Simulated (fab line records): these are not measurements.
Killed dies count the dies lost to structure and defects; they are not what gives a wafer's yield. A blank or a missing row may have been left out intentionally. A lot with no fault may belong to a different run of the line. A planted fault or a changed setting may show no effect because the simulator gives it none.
Which tool did it?	flow ritCmos	7 lots with 21 wafers sampled at 2 steps, on a route of 202 steps

## WHAT THE GAUGES READ, wafer by wafer
RIT_SPACER_THK_MEAS_04.
lot	measured	on	SPACER_NITRIDE_THK (nm)
L124	day 3 13:08	filmMetro-03	248.7 246.1 247.6
L126	day 3 23:55	filmMetro-04	249.3 249.3 249.1
L128	day 4 15:34	filmMetro-03	247.4 244.8 247.8
L132	day 5 07:59	filmMetro-01	248.3 247.6 248.8
L135	day 5 19:22	filmMetro-03	246.5 248.2 248.2
L139	day 6 15:13	filmMetro-03	248.7 249.8 250.7
L142	day 7 07:38	filmMetro-04	247.0 248.5 251.1

## TOOL THAT RAN EACH LOT (tool first, then ch and the chambers of the sampled wafers, then the start)
lot	RIT_NLDD_SOFTBAKE_02
L124	lithoTrack-04 ch 0, day 3 08:17
L126	lithoTrack-01 ch 0, day 3 19:04
L128	lithoTrack-03 ch 0, day 4 09:41
L132	lithoTrack-04 ch 0, day 5 02:38
L135	lithoTrack-03 ch 0, day 5 14:24
L139	lithoTrack-01 ch 0, day 6 10:07
L142	lithoTrack-04 ch 0, day 7 02:34
- RIT_NLDD_SOFTBAKE_02: time 62.36 s.

## THE ANSWER, worked out from the rows above alone
Rule: the lots themselves supply what counts as usual. The widest of any qualifying gaps counts: lots, ordered by their means at a reading, are off when they make up no more than a third of the lots, leave a main group of 4 or more, and stand apart from it by 3 or more times the standard deviation of that group's means. A main group whose means are all the same, to the digits that the tables above print for the reading, isn't used. A lot without any number at a reading at which 4 lots or more have one is off too. Where the step has rows for the other lots, those lots are counted as sound.
No lot is off at any reading shown: from this, nothing can be told.

## WHAT THE SIMULATOR PUT IN
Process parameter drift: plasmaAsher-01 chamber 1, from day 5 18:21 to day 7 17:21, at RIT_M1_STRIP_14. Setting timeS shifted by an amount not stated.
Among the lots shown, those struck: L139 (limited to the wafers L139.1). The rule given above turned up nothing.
